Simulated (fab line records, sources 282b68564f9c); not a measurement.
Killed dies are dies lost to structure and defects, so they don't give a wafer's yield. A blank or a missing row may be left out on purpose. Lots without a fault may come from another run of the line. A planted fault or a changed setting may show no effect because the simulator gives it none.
Which tool did it? | flow rit_cmos | 7 lots, 21 wafers sampled, at 1 step of a route of 202

WHAT THE GAUGES READ, wafer by wafer
RIT_NWELL_OVL_MEAS_06.
lot  | measured    | on         | NWELL_OVL (nm)
L227 | day 2 07:07 | overlay-02 | -0.3 -2.0 -0.8
L229 | day 2 12:33 | overlay-02 | 3.1 2.0 2.2
L232 | day 3 05:05 | overlay-02 | -0.6 0.7 -0.7
L238 | day 4 09:41 | overlay-02 | 1.2 0.6 1.1
L240 | day 4 19:43 | overlay-01 | -1.0 -2.0 -1.4
L246 | day 6 03:04 | overlay-02 | -1.9 0.7 -0.4
L249 | day 6 17:01 | overlay-02 | 0.5 0.5 0.5

WHICH TOOL RAN EACH LOT (tool, then ch and the chambers of the sampled wafers, then the start)
The record holds no process step before these readings.

THE ANSWER, worked out from the rows above alone
Rule: what is usual is taken from the lots themselves. Put in order of their means at a reading, lots are off if they are a third of the lots or fewer, leave a main group of 4 or more, and stand apart from it by a gap of 3 or more times the standard deviation of the main group's means; of several such gaps the widest counts. A main group whose means are all the same, to the digits that the tables above print for the reading, isn't used. A lot without any number at a reading at which 4 lots or more have one is off too. The other lots that the step has rows for count as sound.
No lot is off at any reading shown: from this, nothing can be told.

WHAT THE SIMULATOR HAD PUT IN
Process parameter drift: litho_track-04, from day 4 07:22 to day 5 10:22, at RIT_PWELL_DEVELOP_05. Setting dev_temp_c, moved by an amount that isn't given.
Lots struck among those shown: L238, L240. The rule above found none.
